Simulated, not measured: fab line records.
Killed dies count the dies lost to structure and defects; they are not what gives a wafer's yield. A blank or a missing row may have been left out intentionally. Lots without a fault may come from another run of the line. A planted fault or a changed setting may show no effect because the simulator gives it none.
fab line records + flow rit-cmos
record
- lots=13
- wafers=39
- last-day=7
route steps=202 shown REOX@100 M1@202
lots that met no fault: from a run of the same line without faults
start-h: start of the lot's first displayed wafer, in hours after the record's first day + wait-h: hours from the lot's prior step to this one + " as in the row above + L1.1+2: several wafers, shown together as one row + - no value present, or no start provided + * or withheld: withheld + < > ~ a bound
route shown NAME@n: a module of which the file shows steps, and the number in the route of the first + usual: mean/standard deviation taken from wafers without a fault + same: alike in all rows + chamber/n: place in a boat + sites: the reading at each site + _std_site: the values' standard deviation + _edge_site: outer sites' mean less inner sites' + radius-mm: how far each site lies from the wafer's centre + mask NAME#n: copy n + behind: the last tool/chamber to shape the wafer + hold: reason for holding the lot/hours on hold/outcome of the hold + device: which transistor (n, p or np) failed to switch + end of line: the tests these same wafers got at the end of their route + step lacking rows: just its recipe + killed: dies that structure and defects cost at the first sort, which is not the same as the wafer's yield + map: per-die view of a wafer (x killed, . not killed, _ where there is no die)
set.NAME: the setting the step ran with; set.NAME@STEP: the setting that earlier step ran with + model.NAME: the simulator's own value behind a step, which no gauge read
one table for each step of the route and one row for each wafer, over a sample of lots
services: a tool's chamber out of use, with start hour (start-h, from the record's first day; less than 0 if before it), hours out, and reason
## steps
# step RIT_REOX_CLEAN_02
# recipe
- chemistry=SC2
- mix=3:3:50
- time-s=600
- temp-c=75
- dry=n2-spin
# usual
- run-length-s=629/4.1
| lot.wafer | tool         | chamber | start-h | wait-h | run-length-s |
|-----------|--------------|---------|---------|--------|--------------|
| L434.2    | wet-bench-01 | 0       | 54.89   | 0.0    | 626          |
| L434.5    | "            | 0       | "       | "      | 626          |
| L434.6    | "            | 0       | "       | "      | 626          |
| L435.2    | wet-bench-02 | 1       | 59.75   | 0.0    | 634          |
| L435.3    | "            | 1       | "       | "      | 634          |
| L435.6    | "            | 1       | "       | "      | 634          |
| L436.4    | wet-bench-01 | 2       | 71.41   | 0.0    | 624          |
| L436.5    | "            | 2       | "       | "      | 624          |
| L436.6    | "            | 2       | "       | "      | 624          |
| L439.4    | wet-bench-04 | 0       | 87.77   | 0.0    | 634          |
| L439.5    | "            | 0       | "       | "      | 634          |
| L439.6    | "            | 0       | "       | "      | 634          |
| L440.2    | wet-bench-01 | 1       | 87.84   | 0.0    | 635          |
| L440.4    | "            | 1       | "       | "      | 635          |
| L440.6    | "            | 1       | "       | "      | 635          |
| L443.1    | wet-bench-04 | 1       | 94.56   | 0.0    | 633          |
| L443.2    | "            | 1       | "       | "      | 633          |
| L443.5    | "            | 1       | "       | "      | 633          |
| L442.1    | wet-bench-01 | 0       | 94.60   | 0.0    | 626          |
| L442.3    | "            | 0       | "       | "      | 626          |
| L442.4    | "            | 0       | "       | "      | 626          |
| L445.1    | wet-bench-04 | 0       | 113.97  | 0.0    | 635          |
| L445.5    | "            | 0       | "       | "      | 635          |
| L445.6    | "            | 0       | "       | "      | 635          |
| L446.1    | wet-bench-02 | 0       | 125.08  | 0.0    | 625          |
| L446.4    | "            | 0       | "       | "      | 625          |
| L446.6    | "            | 0       | "       | "      | 625          |
| L447.1    | wet-bench-04 | 3       | 125.22  | 0.0    | 521          |
| L447.5    | "            | 3       | "       | "      | 521          |
| L447.6    | "            | 3       | "       | "      | 521          |
| L449.3    | wet-bench-01 | 0       | 130.42  | 0.0    | 627          |
| L449.4    | "            | 0       | "       | "      | 627          |
| L449.5    | "            | 0       | "       | "      | 627          |
| L450.2    | wet-bench-01 | 2       | 134.37  | 0.1    | 625          |
| L450.3    | "            | 2       | "       | "      | 625          |
| L450.6    | "            | 2       | "       | "      | 625          |
| L454.4    | wet-bench-02 | 0       | 146.86  | 0.0    | 632          |
| L454.5    | "            | 0       | "       | "      | 632          |
| L454.6    | "            | 0       | "       | "      | 632          |
# step RIT_M1_PROBE_99
# usual
- killed-at-front-end=7/3.1
- killed-dies=7/3.2
- killed-on-rim=1.9/1.5
- killed-open=3.3/2
- killed-short=3.5/2
# same
- gross-dies=264
- killed_at_M0_to_M3=0
- killed_at_M4_up=0
- killed-at-back-side=0
- killed-at-contacts=0
- killed-at-other=0
| lot.wafer | tool      | chamber | start-h | wait-h | killed-at-front-end | killed-dies | killed-on-rim | killed-open | killed-short |
|-----------|-----------|---------|---------|--------|---------------------|-------------|---------------|-------------|--------------|
| L434.2    | prober-02 | -       | 75.66   | 0.1    | 4                   | 4           | 0             | 0           | 4            |
| L434.5    | prober-02 | -       | 75.81   | 0.2    | 3                   | 3           | 2             | 0           | 3            |
| L434.6    | prober-02 | -       | 75.86   | 0.2    | 7                   | 7           | 2             | 3           | 4            |
| L435.2    | prober-02 | -       | 82.00   | 0.1    | 12                  | 12          | 3             | 6           | 6            |
| L435.3    | prober-02 | -       | 82.05   | 0.2    | 2                   | 2           | 1             | 1           | 1            |
| L435.6    | prober-02 | -       | 82.20   | 0.2    | 7                   | 7           | 3             | 3           | 4            |
| L436.4    | prober-02 | -       | 101.97  | 0.2    | 11                  | 11          | 3             | 7           | 4            |
| L436.5    | prober-02 | -       | 102.02  | 0.2    | 6                   | 6           | 2             | 1           | 5            |
| L436.6    | prober-02 | -       | 102.07  | 0.2    | 4                   | 4           | 0             | 3           | 1            |
| L440.2    | prober-01 | -       | 112.76  | 0.1    | 8                   | 8           | 0             | 4           | 4            |
| L440.4    | prober-01 | -       | 112.86  | 0.2    | 4                   | 4           | 1             | 0           | 4            |
| L440.6    | prober-01 | -       | 112.96  | 0.2    | 6                   | 6           | 3             | 5           | 1            |
| L442.1    | prober-01 | -       | 128.26  | 0.1    | 8                   | 8           | 1             | 4           | 4            |
| L442.3    | prober-01 | -       | 128.36  | 0.2    | 3                   | 3           | 0             | 2           | 1            |
| L442.4    | prober-01 | -       | 128.41  | 0.2    | 9                   | 9           | 3             | 4           | 5            |
| L439.4    | prober-02 | -       | 128.41  | 0.2    | 7                   | 7           | 2             | 0           | 7            |
| L439.5    | prober-02 | -       | 128.46  | 0.2    | 6                   | 6           | 2             | 2           | 4            |
| L439.6    | prober-02 | -       | 128.51  | 0.2    | 3                   | 3           | 2             | 2           | 1            |
| L443.1    | prober-02 | -       | 128.56  | 0.3    | 6                   | 6           | 2             | 3           | 3            |
| L443.2    | prober-02 | -       | 128.61  | 0.3    | 8                   | 8           | 3             | 2           | 6            |
| L443.5    | prober-02 | -       | 128.76  | 0.4    | 17                  | 17          | 5             | 7           | 10           |
| L445.1    | prober-02 | -       | 137.44  | 0.1    | 5                   | 5           | 3             | 4           | 1            |
| L445.5    | prober-02 | -       | 137.64  | 0.2    | 8                   | 8           | 1             | 3           | 5            |
| L445.6    | prober-02 | -       | 137.69  | 0.2    | 7                   | 7           | 2             | 6           | 1            |
| L446.1    | prober-01 | -       | 145.67  | 0.1    | 6                   | 6           | 4             | 3           | 3            |
| L446.4    | prober-01 | -       | 145.82  | 0.2    | 3                   | 3           | 0             | 2           | 1            |
| L446.6    | prober-01 | -       | 145.92  | 0.2    | 4                   | 4           | 0             | 2           | 2            |
| L447.1    | prober-01 | -       | 148.67  | 0.1    | 10                  | 10          | 2             | 4           | 6            |
| L447.5    | prober-01 | -       | 148.87  | 0.2    | 7                   | 7           | 1             | 5           | 2            |
| L447.6    | prober-01 | -       | 148.92  | 0.2    | 7                   | 7           | 3             | 2           | 5            |
| L449.3    | prober-02 | -       | 150.76  | 0.2    | 0                   | 0           | 0             | 0           | 0            |
| L449.4    | prober-02 | -       | 150.81  | 0.2    | 9                   | 9           | 2             | 3           | 6            |
| L449.5    | prober-02 | -       | 150.86  | 0.2    | 4                   | 4           | 1             | 2           | 2            |
| L450.2    | prober-01 | -       | 154.78  | 0.1    | 4                   | 4           | 2             | 2           | 2            |
| L450.3    | prober-01 | -       | 154.83  | 0.2    | 10                  | 10          | 5             | 5           | 5            |
| L450.6    | prober-01 | -       | 154.98  | 0.2    | 11                  | 11          | 4             | 8           | 3            |
| L454.4    | prober-01 | -       | 167.49  | 0.2    | 5                   | 5           | 2             | 3           | 2            |
| L454.5    | prober-01 | -       | 167.54  | 0.2    | 4                   | 4           | 0             | 2           | 2            |
| L454.6    | prober-01 | -       | 167.59  | 0.2    | 5                   | 5           | 1             | 3           | 2            |
# killed by level:class
L434.2 SPACER:geometric-particle:short=2 SILICIDE:geometric-particle:short=2
L434.5 SILICIDE:geometric-particle:short=2 GATE:geometric-particle:short=1
L434.6 GATE:geometric-particle:short=3 FOX2:geometric-particle:open=2 FOX1:geometric-particle:short=1 SPACER:geometric-particle:open=1
L435.2 FOX1:geometric-particle:open=3 GATE:geometric-particle:short=3 SILICIDE:geometric-particle:short=2 FOX2:geometric-particle:open=1 FOX2:geometric-particle:short=1 GATE:geometric-particle:open=1 SILICIDE:geometric-particle:open=1
L435.3 GATE:geometric-particle:open=1 REOX:geometric-particle:short=1
L435.6 REOX:geometric-particle:short=2 REOX:geometric-particle:open=2 FOX2:geometric-particle:short=1 GATE:geometric-particle:short=1 SILICIDE:geometric-particle:open=1
L436.4 FOX1:geometric-particle:open=3 FOX2:geometric-particle:open=2 GATE:geometric-particle:open=2 FOX2:geometric-particle:short=1 GATE:geometric-particle:short=1 REOX:geometric-particle:short=1 SILICIDE:geometric-particle:short=1
L436.5 FOX1:geometric-particle:short=2 GATE:geometric-particle:short=2 REOX:geometric-particle:open=1 SILICIDE:geometric-particle:short=1
L436.6 FOX2:geometric-particle:open=1 FOX2:geometric-particle:short=1 GATE:geometric-particle:open=1 SPACER:geometric-particle:open=1
L440.2 GATE:geometric-particle:open=2 REOX:geometric-particle:short=2 FOX1:geometric-particle:short=1 REOX:geometric-particle:open=1 SPACER:geometric-particle:open=1 SILICIDE:geometric-particle:short=1
L440.4 FOX1:geometric-particle:short=1 REOX:geometric-particle:short=1 SPACER:geometric-particle:short=1 SILICIDE:geometric-particle:short=1
L440.6 FOX2:geometric-particle:open=2 SPACER:geometric-particle:open=2 GATE:geometric-particle:short=1 GATE:geometric-particle:open=1
L442.1 FOX1:geometric-particle:short=2 GATE:geometric-particle:open=2 FOX1:geometric-particle:open=1 REOX:geometric-particle:short=1 REOX:geometric-particle:open=1 SILICIDE:geometric-particle:short=1
L442.3 SPACER:geometric-particle:short=1 SPACER:geometric-particle:open=1 SILICIDE:geometric-particle:open=1
L439.4 GATE:geometric-particle:short=2 SILICIDE:geometric-particle:short=2 FOX1:geometric-particle:short=1 FOX2:geometric-particle:short=1 SPACER:geometric-particle:short=1
L442.4 GATE:geometric-particle:short=3 SPACER:geometric-particle:open=2 FOX2:geometric-particle:open=1 GATE:geometric-particle:open=1 REOX:geometric-particle:short=1 SPACER:geometric-particle:short=1
L439.5 GATE:geometric-particle:open=2 SILICIDE:geometric-particle:short=2 FOX1:geometric-particle:short=1 GATE:geometric-particle:short=1
L439.6 GATE:geometric-particle:open=1 REOX:geometric-particle:short=1 REOX:geometric-particle:open=1
L443.1 GATE:geometric-particle:open=2 REOX:geometric-particle:short=2 FOX1:geometric-particle:open=1 GATE:geometric-particle:short=1
L443.2 FOX2:geometric-particle:short=2 GATE:geometric-particle:open=2 FOX1:geometric-particle:short=1 GATE:geometric-particle:short=1 REOX:geometric-particle:short=1 SILICIDE:geometric-particle:short=1
L443.5 SILICIDE:geometric-particle:short=5 GATE:geometric-particle:short=4 GATE:geometric-particle:open=4 SILICIDE:geometric-particle:open=2 FOX1:geometric-particle:short=1 FOX2:geometric-particle:open=1
L445.1 FOX1:geometric-particle:open=2 FOX1:geometric-particle:short=1 GATE:geometric-particle:open=1 SILICIDE:geometric-particle:open=1
L445.5 SPACER:geometric-particle:short=2 SILICIDE:geometric-particle:short=2 GATE:geometric-particle:open=1 GATE:geometric-particle:short=1 SPACER:geometric-particle:open=1 SILICIDE:geometric-particle:open=1
L445.6 GATE:geometric-particle:open=5 FOX1:geometric-particle:short=1 SILICIDE:geometric-particle:open=1
L446.1 SPACER:geometric-particle:short=2 SILICIDE:geometric-particle:open=2 FOX1:geometric-particle:open=1 REOX:geometric-particle:short=1
L446.4 GATE:geometric-particle:open=2 GATE:geometric-particle:short=1
L446.6 GATE:geometric-particle:short=2 FOX1:geometric-particle:open=1 GATE:geometric-particle:open=1
L447.1 GATE:geometric-particle:short=3 GATE:geometric-particle:open=3 FOX2:geometric-particle:short=2 FOX1:geometric-particle:open=1 SILICIDE:geometric-particle:short=1
L447.5 GATE:geometric-particle:open=4 ACTIVE:geometric-particle:short=1 FOX1:geometric-particle:open=1 GATE:geometric-particle:short=1
L447.6 FOX1:geometric-particle:short=2 SPACER:geometric-particle:short=2 GATE:geometric-particle:short=1 GATE:geometric-particle:open=1 SPACER:geometric-particle:open=1
L449.3
L449.4 GATE:geometric-particle:short=3 FOX1:geometric-particle:open=2 SILICIDE:geometric-particle:short=2 GATE:geometric-particle:open=1 SPACER:geometric-particle:short=1
L449.5 GATE:geometric-particle:open=2 FOX1:geometric-particle:short=1 GATE:geometric-particle:short=1
L450.2 SPACER:geometric-particle:open=2 SPACER:geometric-particle:short=1 SILICIDE:geometric-particle:short=1
L450.3 GATE:geometric-particle:open=4 GATE:geometric-particle:short=4 REOX:geometric-particle:short=1 REOX:geometric-particle:open=1
L450.6 GATE:geometric-particle:open=4 FOX2:geometric-particle:open=2 FOX1:geometric-particle:short=1 FOX1:geometric-particle:open=1 FOX2:geometric-particle:short=1 GATE:geometric-particle:short=1 REOX:geometric-particle:open=1
L454.4 FOX1:geometric-particle:short=1 FOX1:geometric-particle:open=1 FOX2:geometric-particle:open=1 GATE:geometric-particle:short=1 GATE:geometric-particle:open=1
L454.5 FOX1:geometric-particle:open=1 FOX1:geometric-particle:short=1 GATE:geometric-particle:short=1 REOX:geometric-particle:open=1
L454.6 GATE:geometric-particle:open=2 FOX1:geometric-particle:short=1 GATE:geometric-particle:short=1 SPACER:geometric-particle:open=1
## services
| tool         | chamber | start-h | hours | kind   |
|--------------|---------|---------|-------|--------|
| wet-bench-01 | -       | 57.20   | 4.5   | repair |
## key
first-sign
- step=RIT_REOX_CLEAN_02
- reading=run-length-s
- direction=down
- sigmas=27
- usual=*
- struck=*
effect none on later readings
met-at RIT_REOX_CLEAN_02
struck-lots L447
struck-wafers L447.1,L447.5,L447.6
tester-left-out L447
fault
- kind=process-parameter-drift
- tool=wet-bench-04
- chamber=3
- onset-h=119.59
- steps=RIT_REOX_CLEAN_02
- channel=time-s
- offset=*
- shape=step
- end-h=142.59
- acts-in=*
- stated=*
# tester-left-out: of these lots the tester's yield and bins aren't shown, on N5 and GAA mostly nor the transistor test; their killed dies are dies lost to structure and defects alone, not to doping, threshold or leakage, so they don't give the yield
